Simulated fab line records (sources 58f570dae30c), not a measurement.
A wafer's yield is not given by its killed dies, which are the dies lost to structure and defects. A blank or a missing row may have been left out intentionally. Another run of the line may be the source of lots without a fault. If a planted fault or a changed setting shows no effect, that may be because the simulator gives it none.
Which tool did it? :: flow berkeley_cmos170 :: 15 lots, 45 wafers sampled, at 4 steps of a route of 331

## WHAT EACH GAUGE READ, for each wafer
UCB170_NWELL_OVL_MEAS_12. Usual: for NWELL_OVL the level is -4 nm and the standard deviation is 5.7.
lot: L642
measured: day 2 05:55
on: overlay-02
NWELL_OVL (nm): 5 3 1
flag: 

lot: L645
measured: day 2 19:34
on: overlay-01
NWELL_OVL (nm): -14 -8 -7
flag: 

lot: L646
measured: day 3 07:11
on: overlay-01
NWELL_OVL (nm): -6 -3 -4
flag: 

lot: L647
measured: day 3 07:18
on: overlay-02
NWELL_OVL (nm): -5 -9 -10
flag: 

lot: L648
measured: day 3 20:17
on: overlay-02
NWELL_OVL (nm): -5 -3 -1
flag: 

lot: L650
measured: day 4 14:35
on: overlay-02
NWELL_OVL (nm): -12 -10 -9
flag: 

lot: L652
measured: day 4 15:17
on: overlay-01
NWELL_OVL (nm): 1 -1 -8
flag: 

lot: L651
measured: day 4 15:34
on: overlay-02
NWELL_OVL (nm): -15 -9 -14
flag: 

lot: L653
measured: day 4 21:34
on: overlay-02
NWELL_OVL (nm): -4 -5 -5
flag: 

lot: L659
measured: day 5 13:32
on: overlay-01
NWELL_OVL (nm): 0 7 0
flag: 

lot: L661
measured: day 6 00:42
on: overlay-02
NWELL_OVL (nm): -9 2 -9
flag: 

lot: L662
measured: day 6 06:41
on: overlay-02
NWELL_OVL (nm): -7 -5 -8
flag: 

lot: L663
measured: day 6 19:05
on: overlay-01
NWELL_OVL (nm): 3 3 0
flag: 

lot: L665
measured: day 6 21:16
on: overlay-01
NWELL_OVL (nm): -6 3 -1
flag: 

lot: L664
measured: day 6 21:17
on: overlay-02
NWELL_OVL (nm): -7 -7 -7
flag: 

UCB170_ACTIVE_THK_MEAS_03. Usual: for ACTIVE_OXIDE_THK the level is 26.7 nm and the standard deviation is 0.48.
lot: L642
measured: day 4 11:24
on: film_metro-02
ACTIVE_OXIDE_THK (nm): 26.7 26.1 26.6
flag: 

lot: L645
measured: day 4 21:01
on: film_metro-03
ACTIVE_OXIDE_THK (nm): 25.6 25.4 25.7
flag: 

lot: L646
measured: day 5 03:40
on: film_metro-02
ACTIVE_OXIDE_THK (nm): 27.1 26.9 27.1
flag: 

lot: L647
measured: day 5 03:40
on: film_metro-03
ACTIVE_OXIDE_THK (nm): 26.4 26.8 26.7
flag: 

lot: L648
measured: day 5 13:20
on: film_metro-02
ACTIVE_OXIDE_THK (nm): 26.3 26.5 26.3
flag: 

lot: L653
measured: day 6 08:56
on: film_metro-03
ACTIVE_OXIDE_THK (nm): 26.9 27.6 27.2
flag: 

lot: L659
measured: day 7 05:35
on: film_metro-01
ACTIVE_OXIDE_THK (nm): 26.9 27.0 27.0
flag: 

lot: L661
measured: day 7 17:27
on: film_metro-03
ACTIVE_OXIDE_THK (nm): 27.4 27.5 27.4
flag: 

lot: L662
measured: day 7 17:28
on: film_metro-02
ACTIVE_OXIDE_THK (nm): 27.4 27.4 26.9
flag: 

lot: L663
measured: day 8 06:01
on: film_metro-01
ACTIVE_OXIDE_THK (nm): 26.0 25.6 25.8
flag: 

lot: L665
measured: day 8 12:10
on: film_metro-03
ACTIVE_OXIDE_THK (nm): 26.6 26.3 26.6
flag: 

lot: L664
measured: day 8 08:42
on: film_metro-02
ACTIVE_OXIDE_THK (nm): 26.5 26.7 26.5
flag: 

UCB170_SCREENOX_THK_MEAS_02. Usual: for SCREENOX_OXIDE_THK the level is 14.56 nm and the standard deviation is 0.26.
lot: L642
measured: day 5 17:40
on: film_metro-01
SCREENOX_OXIDE_THK (nm): 14.28 14.45 14.43
flag: 

lot: L645
measured: day 6 03:25
on: film_metro-01
SCREENOX_OXIDE_THK (nm): 14.51 14.12 14.41
flag: 

lot: L646
measured: day 6 09:50
on: film_metro-01
SCREENOX_OXIDE_THK (nm): 14.41 14.59 14.41
flag: 

lot: L647
measured: day 6 09:50
on: film_metro-02
SCREENOX_OXIDE_THK (nm): 14.36 14.43 14.40
flag: 

lot: L648
measured: day 6 16:59
on: film_metro-02
SCREENOX_OXIDE_THK (nm): 14.36 14.19 14.27
flag: 

lot: L653
measured: day 7 15:41
on: film_metro-03
SCREENOX_OXIDE_THK (nm): 14.25 14.57 14.44
flag: 

lot: L659
measured: day 8 08:58
on: film_metro-01
SCREENOX_OXIDE_THK (nm): 14.64 14.65 14.70
flag: 

lot: L661
measured: day 8 22:54
on: film_metro-03
SCREENOX_OXIDE_THK (nm): 14.57 14.83 14.74
flag: 

lot: L662
measured: day 8 22:59
on: film_metro-02
SCREENOX_OXIDE_THK (nm): 14.97 15.07 14.90
flag: 

lot: L663
measured: day 9 13:35
on: film_metro-01
SCREENOX_OXIDE_THK (nm): 14.81 14.65 14.62
flag: 

lot: L665
measured: day 9 20:35
on: film_metro-02
SCREENOX_OXIDE_THK (nm): 14.28 14.18 14.14
flag: 

lot: L664
measured: day 9 20:34
on: film_metro-01
SCREENOX_OXIDE_THK (nm): 14.01 13.91 14.21
flag: 

## EACH LOT AND THE TOOL THAT RAN IT (in order: tool; ch and the chambers of the sampled wafers; start)
lot: L642
UCB170_PWELL_OXIDATION_02: furnace-02 ch 0, day 2 20:29

lot: L645
UCB170_PWELL_OXIDATION_02: furnace-02 ch 0, day 3 08:53

lot: L646
UCB170_PWELL_OXIDATION_02: furnace-02 ch 0, day 3 18:50

lot: L647
UCB170_PWELL_OXIDATION_02: furnace-02 ch 0, day 3 18:50

lot: L648
UCB170_PWELL_OXIDATION_02: furnace-04 ch 0, day 4 08:42

lot: L650
UCB170_PWELL_OXIDATION_02: furnace-02, day 4 23:32

lot: L652
UCB170_PWELL_OXIDATION_02: furnace-04, day 5 01:21

lot: L651
UCB170_PWELL_OXIDATION_02: furnace-04, day 5 01:21

lot: L653
UCB170_PWELL_OXIDATION_02: furnace-01 ch 0, day 5 07:25

lot: L659
UCB170_PWELL_OXIDATION_02: furnace-02 ch 0, day 5 22:59

lot: L661
UCB170_PWELL_OXIDATION_02: furnace-01 ch 0, day 6 08:56

lot: L662
UCB170_PWELL_OXIDATION_02: furnace-01 ch 0, day 6 16:58

lot: L663
UCB170_PWELL_OXIDATION_02: furnace-02 ch 0, day 7 01:12

lot: L665
UCB170_PWELL_OXIDATION_02: furnace-04 ch 0, day 7 06:03

lot: L664
UCB170_PWELL_OXIDATION_02: furnace-04 ch 0, day 7 06:03
- UCB170_PWELL_OXIDATION_02: target thk 26.4 nm, ox time 1260 s.

## AS READ BY THE TOOLS THEMSELVES (means over the sampled wafers that have a number; for cases with no such wafer, the mark the record gives instead)
UCB170_PWELL_OXIDATION_02. Usual: ox_temp_c 1000.1 C, standard deviation 0.43; ox_temp_c_max 1005.6, standard deviation 1.5; spike_tc_centre_C 1001.9 C, standard deviation 1.2; spike_tc_load_C 1025 C, standard deviation 4.3.
lot: L642
tool: furnace-02
ox_temp_c (C): 1000.1
ox_temp_c_max: 1006.1
spike_tc_centre_C (C): 1001.4
spike_tc_load_C (C): 1025
flag: 

lot: L645
tool: furnace-02
ox_temp_c (C): 1000.1
ox_temp_c_max: 1007.7
spike_tc_centre_C (C): 1003.0
spike_tc_load_C (C): 1024
flag: 

lot: L646
tool: furnace-02
ox_temp_c (C): 1000.3
ox_temp_c_max: 1006.9
spike_tc_centre_C (C): 1001.8
spike_tc_load_C (C): 1025
flag: 

lot: L647
tool: furnace-02
ox_temp_c (C): 1000.0
ox_temp_c_max: 1007.1
spike_tc_centre_C (C): 1002.1
spike_tc_load_C (C): 1024
flag: 

lot: L648
tool: furnace-04
ox_temp_c (C): 999.8
ox_temp_c_max: 1004.5
spike_tc_centre_C (C): 1001.3
spike_tc_load_C (C): 1031
flag: 

lot: L650
tool: furnace-02
ox_temp_c (C): -
ox_temp_c_max: -
spike_tc_centre_C (C): -
spike_tc_load_C (C): -
flag: OFF

lot: L652
tool: furnace-04
ox_temp_c (C): -
ox_temp_c_max: -
spike_tc_centre_C (C): -
spike_tc_load_C (C): -
flag: OFF

lot: L651
tool: furnace-04
ox_temp_c (C): -
ox_temp_c_max: -
spike_tc_centre_C (C): -
spike_tc_load_C (C): -
flag: OFF

lot: L653
tool: furnace-01
ox_temp_c (C): 1000.6
ox_temp_c_max: 1004.5
spike_tc_centre_C (C): 1001.9
spike_tc_load_C (C): 1021
flag: 

lot: L659
tool: furnace-02
ox_temp_c (C): 1000.1
ox_temp_c_max: 1006.6
spike_tc_centre_C (C): 1001.5
spike_tc_load_C (C): 1023
flag: 

lot: L661
tool: furnace-01
ox_temp_c (C): 1000.0
ox_temp_c_max: 1004.6
spike_tc_centre_C (C): 1002.1
spike_tc_load_C (C): 1020
flag: 

lot: L662
tool: furnace-01
ox_temp_c (C): 1000.3
ox_temp_c_max: 1004.2
spike_tc_centre_C (C): 1001.9
spike_tc_load_C (C): 1021
flag: 

lot: L663
tool: furnace-02
ox_temp_c (C): 999.4
ox_temp_c_max: 1006.1
spike_tc_centre_C (C): 1002.7
spike_tc_load_C (C): 1024
flag: 

lot: L665
tool: furnace-04
ox_temp_c (C): 999.8
ox_temp_c_max: 1004.4
spike_tc_centre_C (C): 1001.5
spike_tc_load_C (C): 1031
flag: 

lot: L664
tool: furnace-04
ox_temp_c (C): 1000.6
ox_temp_c_max: 1004.6
spike_tc_centre_C (C): 1001.3
spike_tc_load_C (C): 1031
flag: 

## THE ANSWER, worked out from the rows above alone
Rule: a lot counts as off when the mean over its wafers that have a number is more than 3 standard deviations away from the usual mean. Also off: a lot with no number at a reading for which 4 or more lots have one. All remaining lots with rows at the step are treated as sound. First the gauges in route order, then the tools' own readings, where a lot's mean is used as printed above. At the first step where some lot is off, the reading lying furthest off is the one used; lots without a number count as furthest.
Off: L650, L652, L651 (UCB170_PWELL_OXIDATION_02, ox_temp_c). Without a number there: L650, L652, L651.
If a tool, at that step or one of the process steps before it, ran each lot that is off and ran no sound lot following the first of them, it fits. No candidate that was tried fits.

## WHAT HAD BEEN PUT IN BY THE SIMULATOR
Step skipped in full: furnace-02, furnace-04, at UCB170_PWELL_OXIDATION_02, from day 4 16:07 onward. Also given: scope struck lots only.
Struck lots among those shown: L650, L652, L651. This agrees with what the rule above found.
